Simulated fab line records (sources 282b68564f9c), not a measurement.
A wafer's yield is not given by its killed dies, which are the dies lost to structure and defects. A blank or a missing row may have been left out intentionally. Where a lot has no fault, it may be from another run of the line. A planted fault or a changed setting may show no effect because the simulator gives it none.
Which of the tools did it?    flow ritCmos    15 lots, 45 wafers sampled, at 5 steps of a route of 202

== WHAT THE GAUGES READ, wafer by wafer ==
RIT_ACTIVE_BOW_MEAS_00. Usual: for INCOMING_BOW the level is 0 um and the standard deviation is 6.2.
lot   measured     on            INCOMING_BOW (um)  flag
L615  day 1 10:00  filmMetro-02  1 8 -5             
L616  day 1 15:01  filmMetro-03  10 4 -2            
L618  day 2 01:00  filmMetro-04  3 -12 1            
L619  day 2 06:00  filmMetro-03  0 -6 1             
L621  day 2 16:00  filmMetro-04  -3 -3 -5           
L622  day 2 21:00  filmMetro-04  -7 2 1             
L624  day 3 07:00  filmMetro-03  1 -5 15            
L625  day 3 12:00  filmMetro-02  -14 -3 7           
L626  day 3 17:00  filmMetro-04  -4 3 -11           
L627  day 3 22:00  filmMetro-04  0 21 -1            
L629  day 4 08:01  filmMetro-03  -5 -1 3            
L633  day 5 04:01  filmMetro-04  18 1 0             
L634  day 5 09:00  filmMetro-02  0 0 -3             
L635  day 5 14:00  filmMetro-02  1 4 3              
L638  day 6 05:02  filmMetro-02  -5 -4 3            

RIT_FOX2_THK_MEAS_91. Usual: for FIELD_OXIDE_LEFT_2_THK the level is 254 nm and the standard deviation is 7.3.
lot   measured     on            FIELD_OXIDE_LEFT_2_THK (nm)  flag
L615  day 2 09:48  filmMetro-01  239 236 232                  
L616  day 2 12:55  filmMetro-04  249 255 252                  
L618  day 3 00:05  filmMetro-04  250 247 246                  
L619  day 3 05:45  filmMetro-01  251 255 257                  
L621  day 3 13:35  filmMetro-04  267 264 266                  
L622  day 3 19:59  filmMetro-03  266 262 254                  
L624  day 4 05:51  filmMetro-04  251 255 253                  
L625  day 4 10:08  filmMetro-01  246 248 248                  
L626  day 4 14:47  filmMetro-03  251 252 253                  
L627  day 4 20:08  filmMetro-03  256 264 262                  
L629  day 5 06:11  filmMetro-01  254 251 252                  
L633  day 6 02:30  filmMetro-03  313 316 316                  OFF
L634  day 6 07:35  filmMetro-04  306 309 304                  OFF
L635  day 6 11:17  filmMetro-03  305 307 308                  OFF
L638  day 7 04:58  filmMetro-01  266 264 262                  

== TOOL THAT RAN EACH LOT (tool first, then ch and the chambers of the sampled wafers, then the start) ==
lot   RIT_ACTIVE_STRIP_14                 RIT_NRETRO_STRIP_09                 RIT_GATE_WET_ETCH_00
L615  plasmaAsher-03 ch 0,1, day 1 15:31  plasmaAsher-02 ch 0,1, day 2 07:34  wetBench-04 ch 1, day 2 09:22
L616  plasmaAsher-04 ch 0,1, day 1 20:04  plasmaAsher-02 ch 0,1, day 2 10:42  wetBench-01 ch 3, day 2 12:29
L618  plasmaAsher-04 ch 0,1, day 2 06:02  plasmaAsher-01 ch 0,1, day 2 21:44  wetBench-04 ch 2, day 2 23:38
L619  plasmaAsher-01 ch 0,1, day 2 10:50  plasmaAsher-02 ch 0,1, day 3 03:25  wetBench-01 ch 3, day 3 05:20
L621  plasmaAsher-04 ch 0,1, day 2 20:50  plasmaAsher-03 ch 0,1, day 3 11:23  wetBench-04 ch 0, day 3 13:10
L622  plasmaAsher-01 ch 0,1, day 3 02:41  plasmaAsher-01 ch 0,1, day 3 17:35  wetBench-03 ch 1, day 3 19:34
L624  plasmaAsher-04 ch 1, day 3 12:31    plasmaAsher-02 ch 1, day 4 03:13    wetBench-01 ch 0, day 4 05:26
L625  plasmaAsher-03 ch 0,1, day 3 16:58  plasmaAsher-03 ch 0,1, day 4 07:36  wetBench-03 ch 3, day 4 09:44
L626  plasmaAsher-01 ch 0, day 3 21:58    plasmaAsher-02 ch 0,1, day 4 12:34  wetBench-01 ch 3, day 4 14:21
L627  plasmaAsher-03 ch 0,1, day 4 02:50  plasmaAsher-01 ch 0,1, day 4 17:35  wetBench-04 ch 3, day 4 19:32
L629  plasmaAsher-01 ch 0,1, day 4 12:50  plasmaAsher-02 ch 0,1, day 5 03:38  wetBench-03 ch 3, day 5 05:45
L633  plasmaAsher-04 ch 0,1, day 5 08:56  plasmaAsher-02 ch 0,1, day 6 00:04  wetBench-04 ch 0, day 6 02:04
L634  plasmaAsher-04 ch 0,1, day 5 13:58  plasmaAsher-01 ch 0,1, day 6 05:10  wetBench-03 ch 2, day 6 07:10
L635  plasmaAsher-04 ch 0,1, day 5 18:50  plasmaAsher-02 ch 0,1, day 6 09:05  wetBench-04 ch 0, day 6 10:52
L638  plasmaAsher-04 ch 0,1, day 6 10:02  plasmaAsher-02 ch 0,1, day 7 02:48  wetBench-04 ch 0, day 7 04:32
- RIT_ACTIVE_STRIP_14: strips in O2, time 180 s.
- RIT_NRETRO_STRIP_09: strips in O2, time 180 s.
- RIT_GATE_WET_ETCH_00: etches SiO2 in BOE, target depth 56 nm, time 60 s.

== AS READ BY THE TOOLS THEMSELVES (means over the sampled wafers that have a number; for cases with no such wafer, the mark the record gives instead) ==
RIT_ACTIVE_STRIP_14. Usual: drypumpMotorCurrentA at 5.5 A, with a standard deviation of 0.38.
lot   tool            drypumpMotorCurrentA (A)  flag
L615  plasmaAsher-03  5.7                       
L616  plasmaAsher-04  5.2                       
L618  plasmaAsher-04  5.2                       
L619  plasmaAsher-01  5.9                       
L621  plasmaAsher-04  5.3                       
L622  plasmaAsher-01  6.1                       
L624  plasmaAsher-04  5.1                       
L625  plasmaAsher-03  5.8                       
L626  plasmaAsher-01  6.2                       
L627  plasmaAsher-03  5.8                       
L629  plasmaAsher-01  5.9                       
L633  plasmaAsher-04  5.3                       
L634  plasmaAsher-04  5.1                       
L635  plasmaAsher-04  5.3                       
L638  plasmaAsher-04  5.3                       

RIT_NRETRO_STRIP_09. Usual: drypumpMotorCurrentA at 5.72 A, with a standard deviation of 0.23.
lot   tool            drypumpMotorCurrentA (A)  flag
L615  plasmaAsher-02  5.56                      
L616  plasmaAsher-02  5.57                      
L618  plasmaAsher-01  5.90                      
L619  plasmaAsher-02  5.58                      
L621  plasmaAsher-03  5.63                      
L622  plasmaAsher-01  5.91                      
L624  plasmaAsher-02  5.56                      
L625  plasmaAsher-03  5.79                      
L626  plasmaAsher-02  5.57                      
L627  plasmaAsher-01  6.02                      
L629  plasmaAsher-02  5.63                      
L633  plasmaAsher-02  5.60                      
L634  plasmaAsher-01  5.90                      
L635  plasmaAsher-02  5.61                      
L638  plasmaAsher-02  5.57                      

RIT_GATE_WET_ETCH_00. Usual: bathHeatDutyPct 1.6 %, standard deviation 0.39; runLengthS 88 s, standard deviation 3.7.
lot   tool         bathHeatDutyPct (%)  runLengthS (s)  flag
L615  wetBench-04  1.4                  92              
L616  wetBench-01  1.5                  92              
L618  wetBench-04  1.6                  93              
L619  wetBench-01  1.2                  92              
L621  wetBench-04  1.5                  85              
L622  wetBench-03  1.5                  86              
L624  wetBench-01  1.6                  85              
L625  wetBench-03  2.1                  86              
L626  wetBench-01  1.2                  86              
L627  wetBench-04  1.5                  93              
L629  wetBench-03  1.8                  85              
L633  wetBench-04  -                    -               OFF
L634  wetBench-03  -                    -               OFF
L635  wetBench-04  -                    -               OFF
L638  wetBench-04  1.4                  85              

== THE ANSWER, worked out from the rows above alone ==
Rule: a lot is off if the mean of its wafers that have a number lies more than 3 standard deviations from the usual mean. Also off: a lot with no number at a reading for which 4 or more lots have one. Where the step has rows for the other lots, those lots are counted as sound. First the gauges in route order, then the tools' own readings, where a lot's mean is used as printed above. The first step at which some lot is off is used, and at that step the reading that is off furthest; a lot without a number counts as furthest.
Off: at RIT_FOX2_THK_MEAS_91 (FIELD_OXIDE_LEFT_2_THK), L633, L634, L635.
A tool fits if, at a process step before that reading, it ran every lot that is off, and no sound lot after the first of them. The gauges at RIT_FOX2_THK_MEAS_91 aren't tried: what is off there is off at RIT_GATE_WET_ETCH_00 too, on other tools, and a gauge's error can't cause that. Of those tried, none fits.

== WHAT THE SIMULATOR HAD PUT IN ==
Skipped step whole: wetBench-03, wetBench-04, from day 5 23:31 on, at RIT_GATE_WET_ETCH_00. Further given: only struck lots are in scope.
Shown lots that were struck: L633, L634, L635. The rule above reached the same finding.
